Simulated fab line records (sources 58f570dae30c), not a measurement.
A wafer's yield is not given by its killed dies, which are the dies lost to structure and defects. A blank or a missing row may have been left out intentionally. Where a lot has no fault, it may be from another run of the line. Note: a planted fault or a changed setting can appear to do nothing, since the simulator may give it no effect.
fab line records | flow berkeley_cmos170
[record] lots = 14 | wafers = 42 | last_day = 12
route steps=331 shown START@1 PLDD@153 M1@252 M3@324
lots that met no fault: taken from a fault-free run of the same line
start_h: start of the lot's first displayed wafer, in hours after the record's first day | wait_h: how many hours have passed since the lot's step before this one | " unchanged from the row above | L1.1+2: a row that stands for several wafers | - value missing, or start not given | * or withheld: withheld | < > ~ a bound
route shown NAME@n: NAME is a module with steps in the file, n the number in the route of the first one | usual: mean and standard deviation over wafers with no fault | same: alike in all rows | chamber/n: place in a boat | sites: the reading at each site | _std_site: standard deviation of those values | _edge_site: mean of outer sites minus mean of inner sites | radius_mm: for every site, how far away it sits from the centre of the wafer | mask NAME#n: copy n | behind: the last tool/chamber to shape the wafer | hold: why the lot went on hold/how many hours it stayed there/how the hold came to an end | device: transistor that didn't switch, given as n, p or np | end of line: the same wafers' tests at the end of the route | a step given without rows: its recipe and nothing more | killed: at the first sort, the dies lost to defects and structure; wafer yield is something else | map: a wafer's dies, x killed, . not, _ none there
set.NAME: the setting that was run; set.NAME@STEP: the one run at that earlier step | model.NAME: the simulator's own value behind a step, which no gauge read
one table for each step of the route and one row for each wafer, over a sample of lots
services: a tool's chamber out of use, with start hour (start_h, from the record's first day; less than 0 if before it), hours out, and reason
[[steps]]
[step UCB170_START_BOW_MEAS_00]
[recipe] mode = bow
[usual] INCOMING_BOW = 0/6.8
lot.wafer | tool          | chamber | start_h | wait_h | INCOMING_BOW[um]
L583.1    | film_metro-01 | -       | 10.00   | -      | -3
L583.3    | "             | -       | "       | "      | 6
L583.4    | "             | -       | "       | "      | -11
L585.2    | film_metro-03 | -       | 20.02   | -      | 3
L585.5    | "             | -       | "       | "      | -5
L585.6    | "             | -       | "       | "      | -3
L586.3    | film_metro-04 | -       | 25.04   | -      | -4
L586.5    | "             | -       | "       | "      | -3
L586.6    | "             | -       | "       | "      | 2
L589.3    | film_metro-03 | -       | 40.04   | -      | -1
L589.4    | "             | -       | "       | "      | -2
L589.6    | "             | -       | "       | "      | -1
L590.1    | film_metro-01 | -       | 45.00   | -      | 6
L590.5    | "             | -       | "       | "      | 10
L590.6    | "             | -       | "       | "      | -11
L591.2    | film_metro-01 | -       | 50.02   | -      | 0
L591.3    | "             | -       | "       | "      | 7
L591.6    | "             | -       | "       | "      | 5
L592.3    | film_metro-03 | -       | 55.04   | -      | -2
L592.5    | "             | -       | "       | "      | -10
L592.6    | "             | -       | "       | "      | -8
L598.3    | film_metro-04 | -       | 85.04   | -      | -1
L598.5    | "             | -       | "       | "      | 2
L598.6    | "             | -       | "       | "      | 2
L600.1    | film_metro-04 | -       | 95.00   | -      | 2
L600.2    | "             | -       | "       | "      | 3
L600.3    | "             | -       | "       | "      | -1
L601.1    | film_metro-01 | -       | 100.00  | -      | -5
L601.2    | "             | -       | "       | "      | 0
L601.6    | "             | -       | "       | "      | -1
L602.3    | film_metro-01 | -       | 105.04  | -      | -7
L602.4    | "             | -       | "       | "      | 1
L602.5    | "             | -       | "       | "      | 3
L604.3    | film_metro-04 | -       | 115.04  | -      | -3
L604.4    | "             | -       | "       | "      | -3
L604.5    | "             | -       | "       | "      | 4
L605.3    | film_metro-03 | -       | 120.04  | -      | 5
L605.4    | "             | -       | "       | "      | 3
L605.6    | "             | -       | "       | "      | -3
L606.2    | film_metro-01 | -       | 125.02  | -      | -2
L606.3    | "             | -       | "       | "      | 14
L606.5    | "             | -       | "       | "      | 1
[step UCB170_PLDD_IMPLANT_08]
[recipe] species = BF2 | dose_cm2 = 5e+13 | energy_kev = 10 | tilt_deg = 7 | rotation_deg = 0
[usual] beam_on_s = 10.02/0.19 | end_station_pressure_torr = 5.11e-06/2.9e-07 | faraday_current_uA = 158/3.1
lot.wafer | tool         | chamber | start_h | wait_h | beam_on_s | end_station_pressure_torr | faraday_current_uA
L583.1    | implanter-04 | 0       | 143.14  | 0.0    | 10.10     | 4.93e-06                  | 157
L583.3    | "            | 0       | "       | "      | 10.18     | 4.97e-06                  | 156
L583.4    | "            | 0       | "       | "      | 10.10     | 5.07e-06                  | 157
L586.3    | implanter-01 | 0       | 158.53  | 0.1    | 10.00     | 5.25e-06                  | 160
L586.5    | "            | 0       | "       | "      | 9.53      | 5.13e-06                  | 165
L586.6    | "            | 0       | "       | "      | 9.58      | 5.1e-06                   | 166
L585.2    | implanter-01 | 0       | 159.33  | 0.0    | 9.99      | 5.2e-06                   | 158
L585.5    | "            | 0       | "       | "      | 10.20     | 5.25e-06                  | 156
L585.6    | "            | 0       | "       | "      | 10.13     | 4.83e-06                  | 156
L590.1    | implanter-01 | 0       | 182.16  | 0.0    | 10.09     | 5.87e-06                  | 156
L590.5    | "            | 0       | "       | "      | 9.92      | 4.97e-06                  | 160
L590.6    | "            | 0       | "       | "      | 10.02     | 4.99e-06                  | 158
L591.2    | implanter-04 | 0       | 182.28  | 0.0    | 9.61      | 5.58e-06                  | 164
L591.3    | "            | 0       | "       | "      | 9.81      | 4.7e-06                   | 162
L591.6    | "            | 0       | "       | "      | 9.85      | 4.38e-06                  | 160
L592.3    | implanter-01 | 0       | 182.51  | 0.1    | 9.63      | 4.81e-06                  | 164
L592.5    | "            | 0       | "       | "      | 10.16     | 5.56e-06                  | 156
L592.6    | "            | 0       | "       | "      | 10.05     | 4.62e-06                  | 157
L589.3    | implanter-04 | 0       | 182.70  | 0.1    | 9.72      | 5.12e-06                  | 164
L589.4    | "            | 0       | "       | "      | 10.07     | 4.65e-06                  | 158
L589.6    | "            | 0       | "       | "      | 10.13     | 5.15e-06                  | 156
L598.3    | implanter-01 | 0       | 213.86  | 0.1    | 8.07      | 4.62e-06                  | 196
L598.5    | "            | 0       | "       | "      | 8.05      | 4.81e-06                  | 197
L598.6    | "            | 0       | "       | "      | 7.97      | 5.14e-06                  | 199
L600.1    | implanter-01 | 0       | 225.30  | 0.0    | 7.88      | 5.1e-06                   | 201
L600.2    | "            | 0       | "       | "      | 7.95      | 5.39e-06                  | 199
L600.3    | "            | 0       | "       | "      | 8.08      | 5.12e-06                  | 195
L601.1    | implanter-04 | 0       | 232.59  | 0.0    | 10.44     | 5.59e-06                  | 151
L601.2    | "            | 0       | "       | "      | 10.16     | 5.24e-06                  | 157
L601.6    | "            | 0       | "       | "      | 9.85      | 5.13e-06                  | 161
L602.3    | implanter-03 | 0       | 248.61  | 0.1    | 10.03     | 4.63e-06                  | 158
L602.4    | "            | 0       | "       | "      | 9.96      | 5.29e-06                  | 160
L602.5    | "            | 0       | "       | "      | 9.73      | 5.54e-06                  | 163
L606.2    | implanter-03 | 0       | 256.92  | 0.0    | 10.35     | 5.42e-06                  | 153
L606.3    | "            | 0       | "       | "      | 10.12     | 5.12e-06                  | 156
L606.5    | "            | 0       | "       | "      | 10.14     | 4.95e-06                  | 156
L605.3    | implanter-04 | 0       | 257.63  | 0.1    | 10.03     | 5.17e-06                  | 159
L605.4    | "            | 0       | "       | "      | 9.98      | 5.58e-06                  | 159
L605.6    | "            | 0       | "       | "      | 9.87      | 5.3e-06                   | 161
L604.3    | implanter-03 | 0       | 257.91  | 0.1    | 10.07     | 5.26e-06                  | 158
L604.4    | "            | 0       | "       | "      | 10.12     | 4.99e-06                  | 157
L604.5    | "            | 0       | "       | "      | 9.78      | 5.25e-06                  | 162
[step UCB170_PLDD_TW_MEAS_11]
[usual] PLDD_TW = 1019/7.9
lot.wafer | tool          | chamber | start_h | wait_h | PLDD_TW
L583.1    | film_metro-01 | -       | 143.54  | 0.1    | 1024
L583.3    | "             | -       | "       | "      | 1024
L583.4    | "             | -       | "       | "      | 1029
L586.3    | film_metro-01 | -       | 158.90  | 0.1    | 1025
L586.5    | "             | -       | "       | "      | 1026
L586.6    | "             | -       | "       | "      | 1028
L585.2    | film_metro-01 | -       | 159.71  | 0.1    | 1029
L585.5    | "             | -       | "       | "      | 1023
L585.6    | "             | -       | "       | "      | 1027
L590.1    | film_metro-04 | -       | 182.56  | 0.1    | 1011
L590.5    | "             | -       | "       | "      | 1021
L590.6    | "             | -       | "       | "      | 1019
L591.2    | film_metro-03 | -       | 182.66  | 0.1    | 1026
L591.3    | "             | -       | "       | "      | 1026
L591.6    | "             | -       | "       | "      | 1029
L592.3    | film_metro-04 | -       | 182.88  | 0.1    | 1016
L592.5    | "             | -       | "       | "      | 1013
L592.6    | "             | -       | "       | "      | 1018
L589.3    | film_metro-03 | -       | 183.07  | 0.1    | 1023
L589.4    | "             | -       | "       | "      | 1023
L589.6    | "             | -       | "       | "      | 1024
L598.3    | film_metro-04 | -       | 214.23  | 0.1    | 979
L598.5    | "             | -       | "       | "      | 978
L598.6    | "             | -       | "       | "      | 974
L600.1    | film_metro-03 | -       | 225.70  | 0.1    | 995
L600.2    | "             | -       | "       | "      | 994
L600.3    | "             | -       | "       | "      | 989
L601.1    | film_metro-04 | -       | 232.99  | 0.1    | 1012
L601.2    | "             | -       | "       | "      | 1012
L601.6    | "             | -       | "       | "      | 1008
L602.3    | film_metro-04 | -       | 248.98  | 0.1    | 1009
L602.4    | "             | -       | "       | "      | 1007
L602.5    | "             | -       | "       | "      | 1007
L606.2    | film_metro-03 | -       | 257.30  | 0.1    | 1023
L606.3    | "             | -       | "       | "      | 1027
L606.5    | "             | -       | "       | "      | 1026
L605.3    | film_metro-04 | -       | 258.00  | 0.1    | 1004
L605.4    | "             | -       | "       | "      | 1008
L605.6    | "             | -       | "       | "      | 1004
L604.3    | film_metro-01 | -       | 258.34  | 0.1    | 1016
L604.4    | "             | -       | "       | "      | 1019
L604.5    | "             | -       | "       | "      | 1016
[step UCB170_SDANNEAL_RS_MEAS_04]
[recipe] thk_meas_gauge = four-point-probe
[usual] PLDD_RS = 1032.6/2.5
lot.wafer | tool          | chamber | start_h | wait_h | PLDD_RS[ohm/sq]
L583.1    | film_metro-01 | -       | 155.41  | 0.1    | 1029.1
L583.3    | "             | -       | "       | "      | 1032.5
L583.4    | "             | -       | "       | "      | 1030.3
L586.3    | film_metro-01 | -       | 176.75  | 0.1    | 1028.8
L586.5    | "             | -       | "       | "      | 1028.5
L586.6    | "             | -       | "       | "      | 1029.8
L585.2    | film_metro-03 | -       | 177.36  | 0.1    | 1032.0
L585.5    | "             | -       | "       | "      | 1033.3
L585.6    | "             | -       | "       | "      | 1033.3
L590.1    | film_metro-03 | -       | 200.63  | 0.1    | 1032.2
L590.5    | "             | -       | "       | "      | 1036.7
L590.6    | "             | -       | "       | "      | 1034.1
L591.2    | film_metro-04 | -       | 200.78  | 0.1    | 1030.3
L591.3    | "             | -       | "       | "      | 1028.7
L591.6    | "             | -       | "       | "      | 1032.1
L592.3    | film_metro-01 | -       | 201.17  | 0.1    | 1036.4
L592.5    | "             | -       | "       | "      | 1034.3
L592.6    | "             | -       | "       | "      | 1032.4
L589.3    | film_metro-04 | -       | 201.57  | 0.1    | 1033.6
L589.4    | "             | -       | "       | "      | 1033.4
L589.6    | "             | -       | "       | "      | 1033.8
L598.3    | film_metro-03 | -       | 229.97  | 0.1    | 1122.2
L598.5    | "             | -       | "       | "      | 1125.5
L598.6    | "             | -       | "       | "      | 1122.9
L600.1    | film_metro-04 | -       | 242.33  | 0.1    | 1121.5
L600.2    | "             | -       | "       | "      | 1122.5
L600.3    | "             | -       | "       | "      | 1124.0
L601.1    | film_metro-01 | -       | 247.25  | 0.1    | 1034.6
L601.2    | "             | -       | "       | "      | 1031.5
L601.6    | "             | -       | "       | "      | 1036.2
L602.3    | film_metro-03 | -       | 262.01  | 0.1    | 1034.5
L602.4    | "             | -       | "       | "      | 1033.3
L602.5    | "             | -       | "       | "      | 1034.1
L606.2    | film_metro-04 | -       | 271.50  | 0.1    | 1030.6
L606.3    | "             | -       | "       | "      | 1031.3
L606.5    | "             | -       | "       | "      | 1031.0
L604.3    | film_metro-03 | -       | 271.72  | 0.1    | 1035.7
L604.4    | "             | -       | "       | "      | 1034.9
L604.5    | "             | -       | "       | "      | 1035.5
L605.3    | film_metro-01 | -       | 272.09  | 0.1    | 1032.9
L605.4    | "             | -       | "       | "      | 1033.0
L605.6    | "             | -       | "       | "      | 1035.1
[step UCB170_M1_CD_MEAS_90]
[recipe] target_cd_nm = 700
[usual] cd_nm = 700.0/2.4
lot.wafer | tool      | chamber | start_h | wait_h | cd_nm
L583.1    | cd_sem-01 | -       | 163.41  | 0.1    | 699.7
L583.3    | "         | -       | "       | "      | 702.2
L583.4    | "         | -       | "       | "      | 702.3
L586.3    | cd_sem-01 | -       | 184.66  | 0.1    | 699.7
L586.5    | "         | -       | "       | "      | 699.1
L586.6    | "         | -       | "       | "      | 701.6
L585.2    | cd_sem-01 | -       | 185.81  | 0.1    | 696.2
L585.5    | "         | -       | "       | "      | 696.9
L585.6    | "         | -       | "       | "      | 694.8
L590.1    | cd_sem-02 | -       | 208.15  | 0.1    | 698.0
L590.5    | "         | -       | "       | "      | 703.8
L590.6    | "         | -       | "       | "      | 699.3
L591.2    | cd_sem-01 | -       | 208.24  | 0.1    | 697.0
L591.3    | "         | -       | "       | "      | 697.3
L591.6    | "         | -       | "       | "      | 695.9
L592.3    | cd_sem-01 | -       | 209.27  | 0.1    | 700.3
L592.5    | "         | -       | "       | "      | 698.9
L592.6    | "         | -       | "       | "      | 703.0
L589.3    | cd_sem-01 | -       | 209.91  | 0.1    | 698.8
L589.4    | "         | -       | "       | "      | 702.7
L589.6    | "         | -       | "       | "      | 698.7
L598.3    | cd_sem-02 | -       | 236.94  | 0.1    | 701.1
L598.5    | "         | -       | "       | "      | 701.2
L598.6    | "         | -       | "       | "      | 700.1
L600.1    | cd_sem-02 | -       | 250.04  | 0.2    | 701.1
L600.2    | "         | -       | "       | "      | 696.6
L600.3    | "         | -       | "       | "      | 697.8
L601.1    | cd_sem-02 | -       | 254.52  | 0.1    | 698.9
L601.2    | "         | -       | "       | "      | 703.8
L601.6    | "         | -       | "       | "      | 700.5
L602.3    | cd_sem-01 | -       | 269.71  | 0.1    | 703.2
L602.4    | "         | -       | "       | "      | 697.5
L602.5    | "         | -       | "       | "      | 703.9
L606.2    | cd_sem-02 | -       | 280.19  | 0.1    | 702.0
L606.3    | "         | -       | "       | "      | 701.2
L606.5    | "         | -       | "       | "      | 699.7
L605.3    | cd_sem-01 | -       | 280.52  | 0.1    | 703.3
L605.4    | "         | -       | "       | "      | 699.2
L605.6    | "         | -       | "       | "      | 697.7
L604.3    | cd_sem-01 | -       | 280.85  | 0.1    | 699.2
L604.4    | "         | -       | "       | "      | 698.4
L604.5    | "         | -       | "       | "      | 699.5
[step UCB170_M3_CD_MEAS_15]
[recipe] target_cd_nm = 700
[usual] cd_nm = 700.2/1.4
lot.wafer | tool      | chamber | start_h | wait_h | cd_nm
L583.1    | cd_sem-01 | -       | 180.73  | -      | 700.1
L583.3    | "         | -       | "       | "      | 699.0
L583.4    | "         | -       | "       | "      | 700.6
L586.3    | cd_sem-02 | -       | 202.81  | -      | 699.0
L586.5    | "         | -       | "       | "      | 699.4
L586.6    | "         | -       | "       | "      | 699.3
L585.2    | cd_sem-02 | -       | 203.70  | -      | 702.5
L585.5    | "         | -       | "       | "      | 701.3
L585.6    | "         | -       | "       | "      | 700.7
L590.1    | cd_sem-01 | -       | 220.24  | -      | 700.7
L590.5    | "         | -       | "       | "      | 701.2
L590.6    | "         | -       | "       | "      | 700.9
L591.2    | cd_sem-02 | -       | 222.45  | -      | 700.0
L591.3    | "         | -       | "       | "      | 700.3
L591.6    | "         | -       | "       | "      | 701.0
L592.3    | cd_sem-01 | -       | 223.29  | -      | 700.5
L592.5    | "         | -       | "       | "      | 700.8
L592.6    | "         | -       | "       | "      | 701.6
L589.3    | cd_sem-01 | -       | 223.44  | -      | 700.4
L589.4    | "         | -       | "       | "      | 699.3
L589.6    | "         | -       | "       | "      | 698.9
L598.3    | cd_sem-01 | -       | 248.71  | -      | 700.6
L598.5    | "         | -       | "       | "      | 700.4
L598.6    | "         | -       | "       | "      | 701.2
L600.1    | cd_sem-01 | -       | 264.47  | -      | 700.9
L600.2    | "         | -       | "       | "      | 700.8
L600.3    | "         | -       | "       | "      | 699.6
L601.1    | cd_sem-01 | -       | 266.01  | -      | 701.3
L601.2    | "         | -       | "       | "      | 702.4
L601.6    | "         | -       | "       | "      | 701.0
L602.3    | cd_sem-02 | -       | 283.37  | -      | 697.9
L602.4    | "         | -       | "       | "      | 698.6
L602.5    | "         | -       | "       | "      | 698.2
L606.2    | cd_sem-01 | -       | 292.67  | -      | 703.1
L606.3    | "         | -       | "       | "      | 701.8
L606.5    | "         | -       | "       | "      | 703.6
L605.3    | cd_sem-02 | -       | 294.21  | -      | 696.8
L605.4    | "         | -       | "       | "      | 696.8
L605.6    | "         | -       | "       | "      | 697.5
L604.3    | cd_sem-02 | -       | 295.39  | -      | 701.0
L604.4    | "         | -       | "       | "      | 699.0
L604.5    | "         | -       | "       | "      | 700.1
[[services]]
tool         | chamber | start_h | hours | kind
implanter-03 | -       | 130.31  | 2.4   | repair
implanter-03 | -       | 139.18  | 1.8   | repair
implanter-03 | -       | 180.03  | 6.5   | repair
implanter-01 | -       | 194.36  | 2.3   | repair
implanter-01 | -       | 203.57  | 4.3   | pm
implanter-01 | -       | 243.27  | 18.2  | repair
[[key]]
[first_sign] step = UCB170_PLDD_IMPLANT_08 | reading = faraday_current_uA | direction = up | sigmas = 13 | usual = 158 | struck = 198
[effect] step = UCB170_PLDD_IMPLANT_08 | reading = beam_on_s | direction = down | sigmas = 10 | usual = 10.02 | struck = 8.00
[effect] step = UCB170_PLDD_TW_MEAS_11 | reading = PLDD_TW | direction = down | sigmas = 4.3 | usual = 1019 | struck = 985
[effect] step = UCB170_SDANNEAL_RS_MEAS_04 | reading = PLDD_RS | direction = up | sigmas = 36 | usual = 1032.6 | struck = 1123.1
met_at UCB170_PLDD_IMPLANT_08
struck_lots L598,L600
tester_left_out L598,L600
not_acting_at UCB170_START_BOW_MEAS_00,UCB170_M1_CD_MEAS_90,UCB170_M3_CD_MEAS_15
onset_between 182.51 213.86
[fault] kind = process_parameter_drift | tool = implanter-01 | chamber = - | onset_h = 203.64 | steps = UCB170_PLDD_IMPLANT_08 | channel = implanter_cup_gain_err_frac | offset = 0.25 | shape = step | end_h = 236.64
// tester_left_out: of these lots the tester's yield and bins aren't shown, on N5 and GAA mostly nor the transistor test; their killed dies are dies lost to structure and defects alone, not to doping, threshold or leakage, so they don't give the yield
